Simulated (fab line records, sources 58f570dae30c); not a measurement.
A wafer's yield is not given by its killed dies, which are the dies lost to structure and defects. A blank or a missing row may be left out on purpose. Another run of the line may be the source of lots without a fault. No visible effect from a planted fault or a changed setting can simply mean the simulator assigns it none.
fab line records    flow berkeley-cmos170
record: lots: 5  wafers: 23
route steps=331 shown START@3 PWELL@48 ACTIVE@70 PFIELD@86 FIELD@90 PVT@120 GATE@125
start-h: the number of hours between the record's first day and the start of the first shown wafer of the lot    wait-h: hours from the lot's prior step to this one    " identical to the entry in the row above    L1.1+2: several wafers, shown together as one row    - no value present, or no start provided    * or withheld: withheld    < > ~ a bound
route shown NAME@n: a module of which the file shows steps, and the number in the route of the first    usual: mean and standard deviation over wafers with no fault    same: alike in all rows    chamber/n: place in a boat    sites: per-site readings    _std_site: their standard deviation    _edge_site: mean of outer sites minus mean of inner sites    radius-mm: how far each site lies from the wafer's centre    mask NAME#n: copy n    behind: tool/chamber where the wafer was last shaped    hold: the reason the lot was held/the length of the hold in hours/how it ended    device: the n, p or np transistor that did not switch    end of line: the tests these same wafers got at the end of their route    a step given without rows: its recipe and nothing more    killed: dies lost to structure and defects at the first sort, not the wafer's yield    map: dies across one wafer; x = killed, . = not, _ = none there
set.NAME: the setting as run; set.NAME@STEP: as run at that earlier step    model.NAME: the simulator's own value behind a step, which no gauge read
lots with deliberately changed settings; one table per step, one row per wafer
== steps ==
step: UCB170_START_OXIDATION_02
recipe: temp-c: 950  ambient: O2  target-thk-a: 200  ox-time-s: 1800
lot.wafer  tool        chamber  start-h  wait-h  set.ox-time-s  model.SiO2_of_START_OXIDATION_02.thk-nm
L077.1     furnace-01  0        25.32    0.2     1800           19.47
L077.4     "           0        "        "       1800           20
L077.5     "           0        "        "       1800           19.74
L079.2     -           -        -        5.2     1887           20.77
L079.3     "           -        "        "       1887           20.84
L079.4     "           -        "        "       1887           20.72
L079.5     "           -        "        "       1887           20.56
L079.6     "           -        "        "       1887           20.65
L081.1     -           -        -        5.6     1800           19.89
L081.2     "           -        "        "       1800           19.7
L081.4     "           -        "        "       1800           19.64
L081.5     "           -        "        "       1800           19.56
L081.6     "           -        "        "       1800           19.53
L084.1     -           -        -        3.4     1800           19.48
L084.2     "           -        "        "       1800           19.75
L084.3     "           -        "        "       1800           19.71
L084.5     "           -        "        "       1800           19.92
L084.6     "           -        "        "       1800           19.94
L085.1     -           -        -        2.8     1690           18.99
L085.3     "           -        "        "       1690           19.47
L085.4     "           -        "        "       1690           19
L085.5     "           -        "        "       1690           19.69
L085.6     "           -        "        "       1690           19.48
step: UCB170_PWELL_ETCH_14
recipe: chemistry: CH3F/Ar/O2  target: Si3N4  stop-on: SiO2  CH3F_flow_sccm: 20  Ar_flow_sccm: 50  O2_flow_sccm: 7  pressure-mtorr: 50  rf-w: 450  target-depth-a: 2420  over-etch-frac: 0.1  time-s: 151
lot.wafer  tool         chamber  start-h  wait-h  set.rf-w  model.SiO2_of_PWELL_OXIDATION_02.thk-nm
L077.1     rie-diel-02  1        66.74    0.0     450       23.14
L077.4     "            0        "        "       450       23.06
L077.5     "            2        "        "       450       22.9
L079.2     rie-diel-02  0        91.06    0.0     494.9     21.04
L079.3     "            3        "        "       494.9     20.35
L079.4     "            2        "        "       450       22.38
L079.5     "            1        "        "       494.9     20.76
L079.6     "            2        "        "       450       22.93
L081.1     rie-diel-02  2        94.75    0.0     450       21.91
L081.2     "            0        "        "       450       22.1
L081.4     "            3        "        "       450       22.25
L081.5     "            3        "        "       450       22.14
L081.6     "            0        "        "       450       21.75
L084.1     rie-diel-01  2        99.03    0.0     450       21.65
L084.2     "            3        "        "       450       22.44
L084.3     "            0        "        "       434.7     22.77
L084.5     "            2        "        "       434.7     22.65
L084.6     "            0        "        "       450       22.11
L085.1     rie-diel-01  2        115.63   0.0     471       20.43
L085.3     "            3        "        "       471       21.7
L085.4     "            1        "        "       471       21.15
L085.5     "            2        "        "       450       21.47
L085.6     "            3        "        "       450       21.8
step: UCB170_ACTIVE_EXPOSE_10
recipe: mask-id: ACTIVE  target-cd-nm: 1200  na: 0.5  sigma-outer: 0.6  source-shape: conventional  dose-mj: 20
lot.wafer       tool            chamber  start-h  wait-h  mask      set.dose-mj
L077.1+4+5      krf-scanner-02  0        94.06    0.2     ACTIVE#0  20
L079.2+3+4+5+6  krf-scanner-02  0        124.42   0.3     ACTIVE#0  20
L081.1+5+6      krf-scanner-01  0        129.76   0.4     ACTIVE#0  19.42
L081.2+4        "               0        "        "       ACTIVE#0  20
L084.1+2+3+5+6  krf-scanner-02  0        130.12   0.3     ACTIVE#0  20
L085.1+4+6      krf-scanner-01  0        148.27   0.2     ACTIVE#0  21.08
L085.3+5        "               0        "        "       ACTIVE#0  20
step: UCB170_ACTIVE_PEB_11
recipe: peb-temp-c: 130  peb-time-s: withheld  resist: KrF
step: UCB170_ACTIVE_DEVELOP_12
recipe: developer: TMAH  develop-time-s: 45  resist: KrF  dev-temp-c: 21
step: UCB170_ACTIVE_CD_MEAS_13
recipe: target-cd-nm: 1200
usual: cd-nm: 1199.8/1.2
lot.wafer  tool       chamber  start-h  wait-h  set.dose-mj@ACTIVE_EXPOSE_10  cd-nm
L077.1     cd-sem-01  -        94.93    -       20                            1199.0
L077.4     "          -        "        "       20                            1198.6
L077.5     "          -        "        "       20                            1198.8
L079.2     cd-sem-01  -        125.21   -       20                            1197.9
L079.3     "          -        "        "       20                            1199.6
L079.4     "          -        "        "       20                            1198.2
L079.5     "          -        "        "       20                            1199.0
L079.6     "          -        "        "       20                            1198.9
L081.1     cd-sem-02  -        130.19   -       19.42                         1206.4
L081.2     "          -        "        "       20                            1199.3
L081.4     "          -        "        "       20                            1198.7
L081.5     "          -        "        "       19.42                         1205.6
L081.6     "          -        "        "       19.42                         1204.6
L084.1     cd-sem-01  -        131.01   -       20                            1200.5
L084.2     "          -        "        "       20                            1200.4
L084.3     "          -        "        "       20                            1200.9
L084.5     "          -        "        "       20                            1200.6
L084.6     "          -        "        "       20                            1200.3
L085.1     cd-sem-01  -        148.78   -       21.08                         1191.2
L085.3     "          -        "        "       20                            1201.5
L085.4     "          -        "        "       21.08                         1192.1
L085.5     "          -        "        "       20                            1200.4
L085.6     "          -        "        "       21.08                         1191.9
step: UCB170_ACTIVE_ETCH_15
recipe: chemistry: CH3F/Ar/O2  target: Si3N4  stop-on: SiO2  CH3F_flow_sccm: 20  Ar_flow_sccm: 50  O2_flow_sccm: 7  pressure-mtorr: 50  rf-w: 450  target-depth-a: 2420  over-etch-frac: 0.1  time-s: 151
lot.wafer     tool         chamber  start-h  wait-h  set.dose-mj@ACTIVE_EXPOSE_10  model.ACTIVE.cd-nm
L077.1+4+5    rie-diel-03  1,3,3    95.09    0.0     20                            1199
L079.2+4      rie-diel-04  2,3      125.34   0.0     20                            1198
L079.3        "            0        "        "       20                            1200
L079.5+6      "            2,0      "        "       20                            1199
L081.1        rie-diel-03  0        130.34   0.0     19.42                         1206
L081.2+4      "            2,1      "        "       20                            1199
L081.5+6      "            2,0      "        "       19.42                         1205
L084.1+2+5+6  rie-diel-04  0,2,2,3  131.17   0.0     20                            1200
L084.3        "            3        "        "       20                            1201
L085.1        rie-diel-03  1        148.94   0.0     21.08                         1191
L085.3+5      "            2,1      "        "       20                            1201
L085.4        "            2        "        "       21.08                         -
L085.6        "            3        "        "       21.08                         1192
step: UCB170_ACTIVE_STRIP_16
recipe: chemistry: O2  power-w: 400  pressure-mtorr: 3500  platen-temp-c: withheld  o2-flow-sccm: 400  overash-fraction: 0.5
step: UCB170_ACTIVE_CD_MEAS_90
recipe: target-cd-nm: 1200
usual: cd-nm: 1199.8/1.2
lot.wafer  tool       chamber  start-h  wait-h  set.dose-mj@ACTIVE_EXPOSE_10  cd-nm
L077.1     cd-sem-02  -        95.29    0.1     20                            1199.2
L077.4     "          -        "        "       20                            1198.9
L077.5     "          -        "        "       20                            1198.5
L079.2     cd-sem-02  -        125.66   0.2     20                            1197.9
L079.3     "          -        "        "       20                            1199.8
L079.4     "          -        "        "       20                            1198.5
L079.5     "          -        "        "       20                            1199.2
L079.6     "          -        "        "       20                            1199.5
L081.1     cd-sem-02  -        130.58   0.1     19.42                         1205.9
L081.2     "          -        "        "       20                            1198.6
L081.4     "          -        "        "       20                            1199.0
L081.5     "          -        "        "       19.42                         1204.7
L081.6     "          -        "        "       19.42                         1204.6
L084.1     cd-sem-02  -        131.37   0.1     20                            1200.4
L084.2     "          -        "        "       20                            1200.1
L084.3     "          -        "        "       20                            1201.1
L084.5     "          -        "        "       20                            1200.3
L084.6     "          -        "        "       20                            1200.1
L085.1     cd-sem-01  -        149.14   0.1     21.08                         1191.2
L085.3     "          -        "        "       20                            1201.0
L085.4     "          -        "        "       21.08                         1192.1
L085.5     "          -        "        "       20                            1200.5
L085.6     "          -        "        "       21.08                         1191.8
step: UCB170_PFIELD_IMPLANT_07
recipe: species: B  dose-cm2: 2e+13  energy-kev: 80  tilt-deg: 7
lot.wafer   tool          chamber  start-h  wait-h  set.dose-cm2
L077.1+4+5  implanter-03  0        97.45    0.0     2e+13
L079.2+3+4  implanter-04  0        128.42   0.0     2e+13
L079.5+6    "             0        "        "       2.093e+13
L081.1+4+6  implanter-03  0        133.80   0.0     2.121e+13
L081.2+5    "             0        "        "       2e+13
L084.1+2+3  implanter-01  0        135.20   0.0     1.863e+13
L084.5+6    "             0        "        "       2e+13
L085.1+4    implanter-03  0        153.93   0.0     2.144e+13
L085.3+5+6  "             0        "        "       2e+13
step: UCB170_PFIELD_STRIP_08
recipe: chemistry: O2  power-w: 400  pressure-mtorr: 3500  platen-temp-c: withheld  o2-flow-sccm: 400  overash-fraction: 0.5
step: UCB170_PFIELD_TW_MEAS_09
usual: PFIELD_TW: 605/4
lot.wafer  tool           chamber  start-h  wait-h  set.dose-cm2@PFIELD_IMPLANT_07  PFIELD_TW
L077.1     film-metro-02  -        97.70    0.1     2e+13                           604
L077.4     "              -        "        "       2e+13                           607
L077.5     "              -        "        "       2e+13                           605
L079.2     film-metro-03  -        128.66   0.1     2e+13                           610
L079.3     "              -        "        "       2e+13                           609
L079.4     "              -        "        "       2e+13                           611
L079.5     "              -        "        "       2.093e+13                       615
L079.6     "              -        "        "       2.093e+13                       617
L081.1     film-metro-02  -        134.05   0.1     2.121e+13                       617
L081.2     "              -        "        "       2e+13                           604
L081.4     "              -        "        "       2.121e+13                       616
L081.5     "              -        "        "       2e+13                           606
L081.6     "              -        "        "       2.121e+13                       612
L084.1     film-metro-03  -        135.45   0.1     1.863e+13                       591
L084.2     "              -        "        "       1.863e+13                       595
L084.3     "              -        "        "       1.863e+13                       594
L084.5     "              -        "        "       2e+13                           608
L084.6     "              -        "        "       2e+13                           611
L085.1     film-metro-04  -        154.18   0.1     2.144e+13                       616
L085.3     "              -        "        "       2e+13                           600
L085.4     "              -        "        "       2.144e+13                       614
L085.5     "              -        "        "       2e+13                           598
L085.6     "              -        "        "       2e+13                           598
step: UCB170_FIELD_OXIDATION_01
recipe: temp-c: 1000  ambient: H2O  p-h2o-torr: 584.62  target-thk-a: 5583  ox-time-s: 7200
lot.wafer  tool        chamber  start-h  wait-h  set.temp-c  model.SiO2_of_FIELD_OXIDATION_01.thk-nm
L077.1     furnace-04  0        103.27   5.5     1000        586.3
L077.4     "           0        "        "       1000        594.5
L077.5     "           0        "        "       1000        580.9
L079.2     -           -        -        2.0     1011        599.6
L079.3     "           -        "        "       1011        598.3
L079.4     "           -        "        "       1011        613.4
L079.5     "           -        "        "       1011        594.2
L079.6     "           -        "        "       1011        597.3
L081.1     -           -        -        3.0     1012        611.4
L081.2     "           -        "        "       1012        612.5
L081.4     "           -        "        "       1012        612.7
L081.5     "           -        "        "       1012        621
L081.6     "           -        "        "       1012        626.1
L084.1     -           -        -        3.0     1000        565.3
L084.2     "           -        "        "       1000        571.3
L084.3     "           -        "        "       1000        569.5
L084.5     "           -        "        "       1000        569.7
L084.6     "           -        "        "       1000        573
L085.1+4   -           -        -        3.2     990         517.3
L085.3     "           -        "        "       990         519.6
L085.5     "           -        "        "       990         512.3
L085.6     "           -        "        "       990         522.6
step: UCB170_FIELD_THK_MEAS_02
recipe: reads: SiO2_of_FIELD_OXIDATION_01
usual: FIELD_OXIDE_THK: 565/12
lot.wafer  tool           chamber  start-h  wait-h  set.temp-c@FIELD_OXIDATION_01  FIELD_OXIDE_THK[nm]
L077.1     film-metro-04  -        106.27   0.0     1000                           586
L077.4     "              -        "        "       1000                           594
L077.5     "              -        "        "       1000                           581
L079.2     film-metro-02  -        -        -       1011                           599
L079.3     "              -        "        "       1011                           598
L079.4     "              -        "        "       1011                           614
L079.5     "              -        "        "       1011                           594
L079.6     "              -        "        "       1011                           597
L081.1     film-metro-01  -        -        -       1012                           611
L081.2     "              -        "        "       1012                           612
L081.4     "              -        "        "       1012                           612
L081.5     "              -        "        "       1012                           621
L081.6     "              -        "        "       1012                           627
L084.1     film-metro-04  -        -        -       1000                           566
L084.2     "              -        "        "       1000                           571
L084.3     "              -        "        "       1000                           569
L084.5     "              -        "        "       1000                           569
L084.6     "              -        "        "       1000                           573
L085.1     film-metro-02  -        -        -       990                            517
L085.3     "              -        "        "       990                            519
L085.4     "              -        "        "       990                            517
L085.5     "              -        "        "       990                            513
L085.6     "              -        "        "       990                            522
step: UCB170_FIELD_ANNEAL_03
recipe: temp-c: 1000  time-s: 1200  ambient: N2
step: UCB170_FIELD_WET_ETCH_04
recipe: chemistry: dHF  dilution: 10:1  target: SiO2  temp-c: 25  time-s: 60
step: UCB170_FIELD_WET_ETCH_05
recipe: chemistry: H3PO4  target: Si3N4  temp-c: 160  time-s: 12600
lot.wafer  tool          chamber  start-h  wait-h  set.temp-c@FIELD_OXIDATION_01  model.SiO2_of_FIELD_OXIDATION_01.thk-nm
L077.1     wet-bench-04  3        112.54   0.0     1000                           519.6
L077.4     "             3        "        "       1000                           528.1
L077.5     "             3        "        "       1000                           514.1
L079.2     wet-bench-03  0        137.44   0.0     1011                           534.5
L079.3     "             0        "        "       1011                           533.2
L079.4     "             0        "        "       1011                           548.3
L079.5     "             0        "        "       1011                           529.1
L079.6     "             0        "        "       1011                           532.3
L081.1     wet-bench-03  0        147.90   0.0     1012                           545.4
L081.2     "             0        "        "       1012                           546.5
L081.4     "             0        "        "       1012                           547
L081.5     "             0        "        "       1012                           554.9
L081.6     "             0        "        "       1012                           560
L084.1     wet-bench-03  2        147.90   0.0     1000                           499.4
L084.2     "             2        "        "       1000                           505.1
L084.3     "             2        "        "       1000                           503.2
L084.5     "             2        "        "       1000                           503.6
L084.6     "             2        "        "       1000                           506.8
L085.1     wet-bench-03  3        169.22   0.0     990                            450.4
L085.3     "             3        "        "       990                            453
L085.4     "             3        "        "       990                            450.5
L085.5     "             3        "        "       990                            445.5
L085.6     "             3        "        "       990                            455.8
step: UCB170_FIELD_WET_ETCH_06
recipe: chemistry: BOE  dilution: 5:1  target: SiO2  temp-c: 25  time-s: 22
step: UCB170_FIELD_THK_MEAS_90
recipe: reads: SiO2_of_FIELD_OXIDATION_01
usual: FIELD_OXIDE_LEFT_1_THK: 449/12
lot.wafer  tool           chamber  start-h  wait-h  set.temp-c@FIELD_OXIDATION_01  FIELD_OXIDE_LEFT_1_THK[nm]
L077.1     film-metro-02  -        116.10   0.0     1000                           470
L077.4     "              -        "        "       1000                           479
L077.5     "              -        "        "       1000                           464
L079.2     film-metro-02  -        141.29   0.0     1011                           484
L079.3     "              -        "        "       1011                           483
L079.4     "              -        "        "       1011                           498
L079.5     "              -        "        "       1011                           479
L079.6     "              -        "        "       1011                           482
L081.1     film-metro-04  -        151.81   0.1     1012                           496
L081.2     "              -        "        "       1012                           496
L081.4     "              -        "        "       1012                           497
L081.5     "              -        "        "       1012                           505
L081.6     "              -        "        "       1012                           510
L084.1     film-metro-01  -        151.86   0.1     1000                           449
L084.2     "              -        "        "       1000                           456
L084.3     "              -        "        "       1000                           453
L084.5     "              -        "        "       1000                           453
L084.6     "              -        "        "       1000                           457
L085.1     film-metro-04  -        172.75   0.0     990                            401
L085.3     "              -        "        "       990                            404
L085.4     "              -        "        "       990                            402
L085.5     "              -        "        "       990                            396
L085.6     "              -        "        "       990                            406
step: UCB170_PVT_DEVELOP_05
recipe: developer: TMAH  develop-time-s: 45  resist: KrF  dev-temp-c: 21
lot.wafer       tool            chamber  start-h  wait-h  set.develop-time-s
L077.1+4+5      litho-track-01  0        -        -       45
L079.2+4        litho-track-02  0        -        -       50.69
L079.3+5+6      "               0        "        "       45
L084.1+3+6      litho-track-04  0        -        -       45
L084.2+5        "               0        "        "       39.59
L081.1+2+4      litho-track-01  0        -        -       45
L081.5+6        "               0        "        "       48.47
L085.1+3+4+5+6  litho-track-01  0        -        -       45
step: UCB170_PVT_IMPLANT_07
recipe: species: P  dose-cm2: 2e+12  energy-kev: 30  tilt-deg: 7
step: UCB170_GATE_WET_ETCH_00
recipe: chemistry: dHF  dilution: 25:1  target: SiO2  temp-c: 25  time-s: 200
step: UCB170_FIELD_THK_MEAS_91
recipe: reads: SiO2_of_FIELD_OXIDATION_01
usual: FIELD_OXIDE_LEFT_2_THK: 361/12
lot.wafer  tool           chamber  start-h  wait-h  set.temp-c@FIELD_OXIDATION_01  FIELD_OXIDE_LEFT_2_THK[nm]
L077.1     film-metro-02  -        137.08   0.0     1000                           381
L077.4     "              -        "        "       1000                           390
L077.5     "              -        "        "       1000                           376
L079.2     film-metro-04  -        165.30   0.0     1011                           396
L079.3     "              -        "        "       1011                           395
L079.4     "              -        "        "       1011                           410
L079.5     "              -        "        "       1011                           390
L079.6     "              -        "        "       1011                           394
L084.1     film-metro-01  -        173.68   0.0     1000                           360
L084.2     "              -        "        "       1000                           366
L084.3     "              -        "        "       1000                           364
L084.5     "              -        "        "       1000                           364
L084.6     "              -        "        "       1000                           368
L081.1     film-metro-01  -        173.91   0.0     1012                           408
L081.2     "              -        "        "       1012                           409
L081.4     "              -        "        "       1012                           409
L081.5     "              -        "        "       1012                           418
L081.6     "              -        "        "       1012                           422
L085.1     film-metro-04  -        195.00   0.0     990                            314
L085.3     "              -        "        "       990                            316
L085.4     "              -        "        "       990                            313
L085.5     "              -        "        "       990                            308
L085.6     "              -        "        "       990                            319
step: UCB170_GATE_EXPOSE_09
recipe: mask-id: POLY  target-cd-nm: 350  na: 0.5  sigma-outer: 0.6  source-shape: conventional  dose-mj: 21
lot.wafer       tool            chamber  start-h  wait-h  mask    set.dose-mj
L077.1+4+5      krf-scanner-02  0        152.43   -       POLY#0  21
L079.2+3+5      krf-scanner-02  0        181.12   -       POLY#0  19.96
L079.4+6        "               0        "        "       POLY#0  21
L084.1+2+3+5+6  krf-scanner-02  0        187.96   -       POLY#0  21
L081.1+5        krf-scanner-02  0        188.69   -       POLY#0  21.88
L081.2+4+6      "               0        "        "       POLY#0  21
L085.1+5        krf-scanner-01  0        209.05   -       POLY#0  21
L085.3+4+6      "               0        "        "       POLY#0  19.43
step: UCB170_GATE_PEB_10
recipe: peb-temp-c: 130  peb-time-s: withheld  resist: KrF
step: UCB170_GATE_DEVELOP_11
recipe: developer: TMAH  develop-time-s: 45  resist: KrF  dev-temp-c: 21
step: UCB170_GATE_CD_MEAS_12
recipe: target-cd-nm: 350
usual: cd-nm: 349.5/1.2
lot.wafer  tool       chamber  start-h  wait-h  set.dose-mj@GATE_EXPOSE_09  cd-nm
L077.1     cd-sem-02  -        153.74   -       21                          348.9
L077.4     "          -        "        "       21                          347.9
L077.5     "          -        "        "       21                          349.3
L079.2     cd-sem-02  -        182.04   -       19.96                       360.8
L079.3     "          -        "        "       19.96                       360.4
L079.4     "          -        "        "       21                          351.0
L079.5     "          -        "        "       19.96                       360.4
L079.6     "          -        "        "       21                          350.0
L084.1     cd-sem-01  -        188.76   -       21                          348.1
L084.2     "          -        "        "       21                          348.5
L084.3     "          -        "        "       21                          348.8
L084.5     "          -        "        "       21                          348.3
L084.6     "          -        "        "       21                          348.0
L081.1     cd-sem-02  -        189.23   -       21.88                       342.0
L081.2     "          -        "        "       21                          349.2
L081.4     "          -        "        "       21                          348.8
L081.5     "          -        "        "       21.88                       342.5
L081.6     "          -        "        "       21                          349.8
L085.1     cd-sem-01  -        209.57   -       21                          348.1
L085.3     "          -        "        "       19.43                       362.1
L085.4     "          -        "        "       19.43                       362.7
L085.5     "          -        "        "       21                          348.4
L085.6     "          -        "        "       19.43                       364.4
step: UCB170_GATE_ETCH_14
recipe: chemistry: N2/H2  target-depth-a: withheld  overetch-a: withheld  target: BARC  time-s: withheld  source-w: 500  bias-w: 100  pressure-mtorr: 30  n2-flow-sccm: 100  h2-flow-sccm: 200
step: UCB170_GATE_ETCH_15
recipe: chemistry: HBr/Cl2  target: poly-Si  stop-on: SiO2  over-etch-frac: 0.3  icp-w: 300  bias-w: 150  time-s: 56.3  pressure-mtorr: 15  HBr_flow_sccm: 150  Cl2_flow_sccm: 50  target-depth-a: 2782
lot.wafer  tool       chamber  start-h  wait-h  set.dose-mj@GATE_EXPOSE_09  model.GATE.cd-nm
L077.1     rie-si-01  1        153.93   -       21                          348.6
L077.4     "          2        "        "       21                          347.9
L077.5     "          3        "        "       21                          -
L079.2     rie-si-02  0        182.22   -       19.96                       361
L079.3     "          1        "        "       19.96                       361.2
L079.4     "          2        "        "       21                          351.8
L079.5     "          0        "        "       19.96                       360.5
L079.6     "          1        "        "       21                          350.1
L084.1     rie-si-02  1        188.95   -       21                          347.7
L084.2     "          3        "        "       21                          347.2
L084.3     "          2        "        "       21                          348.4
L084.5     "          0        "        "       21                          348.2
L084.6     "          1        "        "       21                          347.3
L081.1     rie-si-02  0        189.43   -       21.88                       342.3
L081.2     "          2        "        "       21                          350
L081.4     "          3        "        "       21                          349.6
L081.5     "          0        "        "       21.88                       342.8
L081.6     "          1        "        "       21                          350.2
L085.1     rie-si-02  2        209.77   -       21                          348.4
L085.3     "          1        "        "       19.43                       -
L085.4     "          0        "        "       19.43                       362.1
L085.5     "          0        "        "       21                          347.8
L085.6     "          1        "        "       19.43                       363.8
step: UCB170_GATE_STRIP_16
recipe: chemistry: O2  power-w: 400  pressure-mtorr: 3500  platen-temp-c: withheld  o2-flow-sccm: 400  overash-fraction: 0.5
step: UCB170_GATE_CD_MEAS_90
recipe: target-cd-nm: 350
usual: cd-nm: 349.4/1.4
lot.wafer  tool       chamber  start-h  wait-h  set.dose-mj@GATE_EXPOSE_09  cd-nm
L077.1     cd-sem-02  -        154.10   0.1     21                          348.3
L077.4     "          -        "        "       21                          347.9
L077.5     "          -        "        "       21                          348.9
L079.2     cd-sem-02  -        182.47   0.2     19.96                       361.0
L079.3     "          -        "        "       19.96                       361.2
L079.4     "          -        "        "       21                          351.5
L079.5     "          -        "        "       19.96                       360.3
L079.6     "          -        "        "       21                          350.0
L084.1     cd-sem-02  -        189.11   0.1     21                          347.7
L084.2     "          -        "        "       21                          347.1
L084.3     "          -        "        "       21                          348.1
L084.5     "          -        "        "       21                          348.1
L084.6     "          -        "        "       21                          347.6
L081.1     cd-sem-01  -        189.62   0.1     21.88                       341.9
L081.2     "          -        "        "       21                          349.6
L081.4     "          -        "        "       21                          349.6
L081.5     "          -        "        "       21.88                       342.3
L081.6     "          -        "        "       21                          350.3
L085.1     cd-sem-02  -        209.92   0.1     21                          348.2
L085.3     "          -        "        "       19.43                       361.8
L085.4     "          -        "        "       19.43                       362.2
L085.5     "          -        "        "       21                          347.7
L085.6     "          -        "        "       19.43                       363.8
== key ==
split: step: UCB170_START_OXIDATION_02  setting: ox-time-s  stated: 1800  by: lot
response: step: UCB170_START_OXIDATION_02  reading: model.SiO2_of_START_OXIDATION_02.thk-nm  change: +0.122  per: 1%  r: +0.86
split: step: UCB170_PWELL_ETCH_14  setting: rf-w  stated: 450  by: wafer
response: step: UCB170_PWELL_ETCH_14  reading: model.SiO2_of_PWELL_OXIDATION_02.thk-nm  change: -0.181  per: 1%  r: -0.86
split: step: UCB170_ACTIVE_EXPOSE_10  setting: dose-mj  stated: 20  by: wafer
response: step: UCB170_ACTIVE_CD_MEAS_13  reading: cd-nm  change: -1.83  per: 1%  r: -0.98
response: step: UCB170_ACTIVE_ETCH_15  reading: model.ACTIVE.cd-nm  change: -1.84  per: 1%  r: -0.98
response: step: UCB170_ACTIVE_CD_MEAS_90  reading: cd-nm  change: -1.79  per: 1%  r: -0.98
split: step: UCB170_PFIELD_IMPLANT_07  setting: dose-cm2  stated: 2e+13  by: wafer
response: step: UCB170_PFIELD_TW_MEAS_09  reading: PFIELD_TW  change: +2.02  per: 1%  r: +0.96
split: step: UCB170_FIELD_OXIDATION_01  setting: temp-c  stated: 1000  by: lot
response: step: UCB170_FIELD_OXIDATION_01  reading: model.SiO2_of_FIELD_OXIDATION_01.thk-nm  change: +40.2  per: 1%  r: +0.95
response: step: UCB170_FIELD_THK_MEAS_02  reading: FIELD_OXIDE_THK  change: +40.2  per: 1%  r: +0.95
response: step: UCB170_FIELD_WET_ETCH_05  reading: model.SiO2_of_FIELD_OXIDATION_01.thk-nm  change: +40.8  per: 1%  r: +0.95
response: step: UCB170_FIELD_THK_MEAS_90  reading: FIELD_OXIDE_LEFT_1_THK  change: +40.5  per: 1%  r: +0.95
response: step: UCB170_FIELD_THK_MEAS_91  reading: FIELD_OXIDE_LEFT_2_THK  change: +40.6  per: 1%  r: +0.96
split: step: UCB170_PVT_DEVELOP_05  setting: develop-time-s  stated: 45  by: wafer
response none clear
split: step: UCB170_GATE_EXPOSE_09  setting: dose-mj  stated: 21  by: wafer
response: step: UCB170_GATE_CD_MEAS_12  reading: cd-nm  change: -1.93  per: 1%  r: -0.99
response: step: UCB170_GATE_ETCH_15  reading: model.GATE.cd-nm  change: -1.95  per: 1%  r: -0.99
response: step: UCB170_GATE_CD_MEAS_90  reading: cd-nm  change: -1.96  per: 1%  r: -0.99
